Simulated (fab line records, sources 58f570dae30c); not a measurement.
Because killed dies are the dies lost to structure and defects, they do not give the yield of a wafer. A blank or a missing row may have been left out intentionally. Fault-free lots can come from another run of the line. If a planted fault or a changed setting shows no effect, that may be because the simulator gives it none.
Matching of chambers -- flow berkeley-cmos170 -- 4 sister chambers for UCB170_CONTACT_ETCH_17 on rie-diel-01
The step etches BARC in N2/H2. 16 wafers are shown with their chamber, then 8 later ones without.

## WAFERS WITH THEIR CHAMBER
wafer,chamber,throttle-valve-pct (%),oes-product-au (a.u.),chamber-pressure-mTorr (mTorr)
L928.1,3,13.36,1.000,30.039
L928.3,1,13.38,0.972,30.010
L928.5,2,13.18,0.997,30.053
L929.1,0,13.48,1.005,29.964
L929.3,1,13.36,0.959,30.033
L929.5,0,13.49,1.007,29.965
L930.1,3,13.37,0.998,29.989
L930.4,1,13.39,0.970,29.984
L930.5,1,13.37,0.964,30.016
L932.2,3,13.36,1.010,30.016
L932.4,0,13.50,1.011,29.998
L932.5,3,13.37,1.015,29.975
L934.1,2,13.16,0.991,30.045
L934.3,3,13.36,0.998,29.934
L934.4,0,13.49,1.011,30.013
L941.2,3,13.36,1.007,30.005

SIGNATURES (means of the wafers above)
reading,chamber 0,chamber 1,chamber 2,chamber 3,scatter within a chamber
throttle-valve-pct,13.4900,13.3750,13.1700,13.3633,0.00928
oes-product-au,1.00850,0.96625,0.99400,1.00467,0.00578
chamber-pressure-mTorr,29.98500,30.01075,30.04900,29.99300,0.0284
Rule: for each reading, subtract the chamber's mean from the wafer's reading, divide by that reading's scatter and square the result; add these up over the readings and take the root, which gives the wafer's distance from the chamber. The wafer belongs to the nearest chamber; if the next one is less than 2 further off, it can't be placed. How the scatter is found: for the shown wafers, subtract from each reading the mean of its chamber, square and add these, divide the total by (wafers less chambers), then take the root.

## WAFERS WITHOUT THEIR CHAMBER
wafer,throttle-valve-pct (%),oes-product-au (a.u.),chamber-pressure-mTorr (mTorr)
L941.5,13.36,1.003,30.047
L941.6,13.15,0.990,30.003
L947.4,13.15,1.006,30.045
L947.5,13.49,1.017,30.005
L947.6,13.38,0.969,30.005
L948.2,13.50,1.008,29.979
L948.3,13.16,0.999,30.012
L948.5,13.48,1.006,30.027

## EACH ONE'S CHAMBER
wafer,from the rows above,in truth
L941.5,3,3
L941.6,2,2
L947.4,2,2
L947.5,0,0
L947.6,1,1
L948.2,0,0
L948.3,2,2
L948.5,0,0
Correct placement for 8 of the 8. Number that these rows cannot place: 0. 0 placed wrongly.
